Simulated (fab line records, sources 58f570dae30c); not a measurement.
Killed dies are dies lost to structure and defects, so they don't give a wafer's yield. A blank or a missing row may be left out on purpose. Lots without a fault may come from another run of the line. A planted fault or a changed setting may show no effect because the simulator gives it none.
Which tool did it? | flow berkeley_cmos170 | 6 lots, 18 wafers sampled, at 1 step of a route of 331

WHAT THE GAUGES READ, wafer by wafer
UCB170_FIELD_THK_MEAS_02.
lot  | measured    | on            | FIELD_OXIDE_THK (nm)
L187 | day 5 05:58 | film_metro-01 | 559 556 552
L188 | day 5 05:59 | film_metro-03 | 546 559 555
L190 | day 5 19:33 | film_metro-03 | 550 554 558
L202 | day 7 22:00 | film_metro-03 | 566 569 564
L204 | day 8 06:34 | film_metro-01 | 567 554 563
L207 | day 9 00:50 | film_metro-01 | 570 573 562

WHICH TOOL RAN EACH LOT (tool, then ch and the chambers of the sampled wafers, then the start)
The record holds no process step before these readings.

THE ANSWER, worked out from the rows above alone
Rule: what is usual is taken from the lots themselves. Put in order of their means at a reading, lots are off if they are a third of the lots or fewer, leave a main group of 4 or more, and stand apart from it by a gap of 3 or more times the standard deviation of the main group's means; of several such gaps the widest counts. A main group whose means are all the same, to the digits that the tables above print for the reading, isn't used. A lot without any number at a reading at which 4 lots or more have one is off too. The other lots that the step has rows for count as sound.
No lot is off at any reading shown: from this, nothing can be told.

WHAT THE SIMULATOR HAD PUT IN
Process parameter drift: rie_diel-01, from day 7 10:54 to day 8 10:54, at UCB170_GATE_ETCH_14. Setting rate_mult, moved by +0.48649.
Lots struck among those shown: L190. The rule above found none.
